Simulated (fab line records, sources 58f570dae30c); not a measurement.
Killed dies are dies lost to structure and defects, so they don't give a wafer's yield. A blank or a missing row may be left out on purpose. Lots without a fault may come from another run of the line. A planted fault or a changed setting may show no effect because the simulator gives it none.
Split-lot experiment | flow berkeley_cmos170 | 5 lots, 23 wafers read, on a route of 331 steps

THE SPLIT
At UCB170_ZERO_COAT_01 (resist thk 900 nm), the setting resist_thk_nm was moved away from the recipe's 900 nm on 7 of the 23 wafers read, by -3.5% to +5.9%. The other wafers ran this setting at the recipe's value.

The reading is taken at the split's own step.

THE READING
KrF_of_ZERO_COAT_01.thk_nm (the simulator's own value, which no gauge read), in nm, at UCB170_ZERO_COAT_01 (resist thk 900 nm). The file gives no usual value for it. The 16 wafers here that ran the recipe average 901.0 nm, standard deviation 1.9 nm.

wafer  | tool, chamber at the split | resist_thk_nm as run, nm | against the recipe | KrF_of_ZERO_COAT_01.thk_nm, nm | against lot-mates on the recipe
L074.1 | litho_track-02, 0          | 900                      | recipe             | 902.7                          | -
L074.6 | litho_track-02, 0          | 900                      | recipe             | 902.7                          | -
L074.2 | litho_track-02, 0          | 900                      | recipe             | 904.9                          | -
L074.4 | litho_track-02, 0          | 900                      | recipe             | 902                            | -
L074.5 | litho_track-02, 0          | 900                      | recipe             | 902.1                          | -
L075.4 | litho_track-02, 0          | 900                      | recipe             | 901.7                          | -
L075.5 | litho_track-02, 0          | 900                      | recipe             | 901.4                          | -
L075.6 | litho_track-02, 0          | 900                      | recipe             | 902.8                          | -
L076.1 | litho_track-02, 0          | 953.3                    | +5.9%              | 952.3                          | +52.8
L076.2 | litho_track-02, 0          | 900                      | recipe             | 898.8                          | -
L076.3 | litho_track-02, 0          | 900                      | recipe             | 899                            | -
L076.4 | litho_track-02, 0          | 953.3                    | +5.9%              | 953.8                          | +54.3
L076.6 | litho_track-02, 0          | 900                      | recipe             | 900.6                          | -
L077.2 | litho_track-03, 0          | 900                      | recipe             | 897.9                          | -
L077.3 | litho_track-03, 0          | 900                      | recipe             | 902.2                          | -
L077.4 | litho_track-03, 0          | 878.9                    | -2.3%              | 878.2                          | -21.9
L077.5 | litho_track-03, 0          | 878.9                    | -2.3%              | 879.1                          | -21.0
L077.6 | litho_track-03, 0          | 900                      | recipe             | 900.1                          | -
L084.1 | litho_track-02, 0          | 868.1                    | -3.5%              | 866.4                          | -32.4
L084.2 | litho_track-02, 0          | 900                      | recipe             | 898.1                          | -
L084.3 | litho_track-02, 0          | 900                      | recipe             | 899.4                          | -
L084.4 | litho_track-02, 0          | 868.1                    | -3.5%              | 864.6                          | -34.1
L084.6 | litho_track-02, 0          | 868.1                    | -3.5%              | 867.5                          | -31.2

THE FIT
A straight line over all 23 wafers: KrF_of_ZERO_COAT_01.thk_nm changes by +9.17 nm for each +1% of resist_thk_nm; r = +1.00; the points scatter about the line by 2 nm.
The same after taking each lot's own level away (the mean of its wafers on the recipe; 23 wafers): +9.1 nm for each +1%; r = +1.00; scatter 1.1 nm.
On that fit, the largest move of resist_thk_nm shifts the reading by 54 nm.
The lots' own levels span 898.75 to 902.88 nm, that is 2.2 times the standard deviation above.
So the lot-to-lot level changes the slope little: the two slopes agree.
Check: with one of the wafers moved furthest among these (+5.9%) left out of the fit, the line predicts +54.4 nm for it against its lot-mates. It came out at +52.8 nm against them.

THE WHOLE CHAIN: every reading that the file lists as answering this split, in the file's order
step                 | what it does      | reading                                                                     | change (the file's fit)              | r (the file's)
UCB170_ZERO_COAT_01  | resist thk 900 nm | KrF_of_ZERO_COAT_01.thk_nm (the simulator's own value, which no gauge read) | +9.1 nm for each +1% of the setting  | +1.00
UCB170_ZERO_STRIP_07 | strips in O2      | strip_time_to_endpoint_s                                                    | withheld for each +1% of the setting | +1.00

THE FILE'S OWN FIT
KrF_of_ZERO_COAT_01.thk_nm changes by +9.1 nm for each +1% of resist_thk_nm, r = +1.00.
